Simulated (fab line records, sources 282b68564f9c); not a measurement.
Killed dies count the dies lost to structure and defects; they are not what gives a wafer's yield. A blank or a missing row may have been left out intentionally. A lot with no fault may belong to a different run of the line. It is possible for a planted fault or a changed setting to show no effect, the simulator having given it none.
Struck lot and sound lot, side by side -- flow rit cmos -- 29 steps out of a route of 202
Sound: the wafers L465.1, L465.3, L465.5. The struck wafers were L470.2, L470.4, L470.6. The cause is given at the end.
Per side, at each step with rows, come the tool, then ch with its chambers, and then its first start. Under that, the readings that differ: sound wafers -- struck wafers -- difference of the means -- sigmas: that difference in standard deviations of wafers without a fault.
alike: same words and numbers on both sides, and readings whose means sit less than 2 such deviations apart. not compared: any withheld reading, any reading some wafer has no value for, any bound like >300 that may hide the same value, and any number with overlapping values for which the record gives no deviation.
A row with sigmas, a row that says differs or no value, or rows on one side alone: a step with any of these is where the two part. When numbers do not overlap yet have no deviation, they are printed without sigmas and do not part them. A reading that every wafer of one side lacks parts them only if that side has two wafers or more.

RIT_FOX2_THK_MEAS_01:
  sound: film metro-01 at day 2 16:19; struck: film metro-01 at day 3 18:41
  alike: FOX2_OXIDE_THK
then, 2 steps without rows for these wafers: RIT_FOX2_CLEAN_02 (cleans in dHF, time 180 s); RIT_FOX2_WET_ETCH_03 (etches Si3N4 in H3PO4, target depth 195 nm, time 2700 s).
RIT_FOX2_THK_MEAS_90:
  sound: film metro-01 at day 2 17:12; struck: film metro-01 at day 3 19:34
  alike: FIELD_OXIDE_LEFT_1_THK
then, 6 steps without rows for these wafers: RIT_NWELL_HMDS_00 (prime time 60 s); RIT_NWELL_COAT_01 (resist thk 1300 nm); RIT_NWELL_SOFTBAKE_02 (time 60 s); RIT_NWELL_EXPOSE_03 (exposes mask M2, target cd 43900 nm); RIT_NWELL_PEB_04; RIT_NWELL_DEVELOP_05 (develop time 68 s).
RIT_NWELL_OVL_MEAS_06:
  sound: overlay-02 at day 2 18:08; struck: overlay-01 at day 3 20:37
  alike: NWELL_OVL
then, 1 step without rows for these wafers: RIT_NWELL_HARDBAKE_07 (time 120 s).
RIT_NWELL_IMPLANT_08:
  sound on implanter-01 ch 0, day 2 18:26; struck on implanter-02 ch 0, day 3 20:56
reading,sound,struck,difference,sigmas
dose ions cm2,5.003e+13 5e+13 4.993e+13,5.796e+13 5.797e+13 5.795e+13,+7.973e+12,+99 or more
faraday current uA,156 160 157,187 190 182,+29,+8
  alike: beam on s
RIT_NWELL_STRIP_09: strips in O2, time 180 s.
  sound on plasma asher-04 ch 0,1, day 2 18:35; struck on plasma asher-01 ch 0, day 3 21:03
  alike: drypump motor current A
  not compared: rf hours counter h
RIT_NWELL_TW_MEAS_10:
  sound: film metro-03 at day 2 18:46; struck: film metro-03 at day 3 21:36
reading,sound,struck,difference,sigmas
NWELL_TW,2119 2127 2127,2231 2235 2222,+105,+10
  not compared: hold
then, 5 steps without rows for these wafers: RIT_PWELL_COAT_01 (resist thk 1300 nm); RIT_PWELL_SOFTBAKE_02 (time 60 s); RIT_PWELL_EXPOSE_03 (exposes mask M3, target cd 43700 nm); RIT_PWELL_PEB_04; RIT_PWELL_DEVELOP_05 (develop time 68 s).
RIT_PWELL_OVL_MEAS_06:
  sound: overlay-02 at day 2 19:49; struck: overlay-01 at day 3 23:50
  alike: PWELL_OVL
then, 2 steps without rows for these wafers: RIT_PWELL_HARDBAKE_07 (time 120 s); RIT_PWELL_IMPLANT_08.
RIT_PWELL_STRIP_09: strips in O2, time 180 s.
  sound on plasma asher-04 ch 0,1, day 2 20:16; struck on plasma asher-04 ch 1, day 4 00:29
  alike: drypump motor current A
  not compared: rf hours counter h
RIT_PWELL_TW_MEAS_10:
  sound: film metro-03 at day 2 20:26; struck: film metro-03 at day 4 01:11
  alike: PWELL_TW
then, 1 step without rows for these wafers: RIT_WELLDRIVE_ANNEAL_00 (time 14700 s).
RIT_WELLDRIVE_RS_MEAS_01: measurement is done with a four-point probe.
  sound: film metro-04 at day 3 02:11; struck: film metro-01 at day 4 06:43
reading,sound,struck,difference,sigmas
NWELL_RS (ohm/sq),276.2 275.5 276.2,251.7 251.6 251.1,-24.5,-36
  not compared: hold
RIT_WELLDRIVE_RS_MEAS_02: measurement is done with a four-point probe.
  sound: film metro-04 at day 3 02:19; struck: film metro-01 at day 4 13:20
reading,sound,struck,difference,sigmas
hold,- - -,await dispo/6.5h/release await dispo/6.5h/release await dispo/6.5h/release,no value on the sound wafers,
  alike: PWELL_RS
RIT_M1_PROBE_99:
  sound: prober-01 at day 4 07:52; struck: prober-01 at day 6 00:51
reading,sound,struck,difference,sigmas
killed_at_M0_to_M3,0 0 1,0 0 0,+0,-4
  alike: killed at contacts, killed at front end, killed dies, killed open, killed short

WHERE THEY PART
Earliest at RIT_NWELL_IMPLANT_08; latest, in this record, at RIT_M1_PROBE_99.

WHY: what had been put in by the simulator
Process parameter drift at RIT_NWELL_IMPLANT_08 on implanter-02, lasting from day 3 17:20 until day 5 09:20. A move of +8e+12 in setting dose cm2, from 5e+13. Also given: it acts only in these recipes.
